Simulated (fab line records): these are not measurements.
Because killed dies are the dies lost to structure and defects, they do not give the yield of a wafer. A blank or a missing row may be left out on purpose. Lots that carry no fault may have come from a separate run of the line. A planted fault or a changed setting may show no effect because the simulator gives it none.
Which tool did it? || flow berkeley cmos170 || 21 wafers sampled from 7 lots at 1 step of a route of 331

== WHAT THE GAUGES SHOWED, per wafer ==
UCB170_START_BOW_MEAS_00.
{"lot": "L455", "measured": "day 1 20:00", "on": "film metro-01", "INCOMING_BOW (um)": "5 3 -9"}
{"lot": "L458", "measured": "day 2 11:00", "on": "film metro-01", "INCOMING_BOW (um)": "15 -1 1"}
{"lot": "L460", "measured": "day 2 21:04", "on": "film metro-01", "INCOMING_BOW (um)": "9 -2 -4"}
{"lot": "L467", "measured": "day 4 08:01", "on": "film metro-03", "INCOMING_BOW (um)": "5 2 4"}
{"lot": "L471", "measured": "day 5 04:01", "on": "film metro-02", "INCOMING_BOW (um)": "10 2 -8"}
{"lot": "L473", "measured": "day 5 14:00", "on": "film metro-03", "INCOMING_BOW (um)": "-5 -3 8"}
{"lot": "L475", "measured": "day 6 00:02", "on": "film metro-03", "INCOMING_BOW (um)": "-1 1 -3"}

== WHAT TOOL EACH LOT RAN ON (gives the tool, then ch and the chambers of the sampled wafers, and finally the start) ==
There is no process step in the record ahead of these readings.

== THE ANSWER, worked out from the rows above alone ==
Rule: the usual values come from the lots themselves. The widest of any qualifying gaps counts: lots, ordered by their means at a reading, are off when they make up no more than a third of the lots, leave a main group of 4 or more, and stand apart from it by 3 or more times the standard deviation of that group's means. A main group whose means are all the same, to the digits that the tables above print for the reading, isn't used. Also off: a lot with no number at a reading for which 4 or more lots have one. Any other lot the step has rows for is counted as sound.
None of the lots is off at any reading shown; this tells nothing.

== WHAT THE SIMULATOR PUT IN ==
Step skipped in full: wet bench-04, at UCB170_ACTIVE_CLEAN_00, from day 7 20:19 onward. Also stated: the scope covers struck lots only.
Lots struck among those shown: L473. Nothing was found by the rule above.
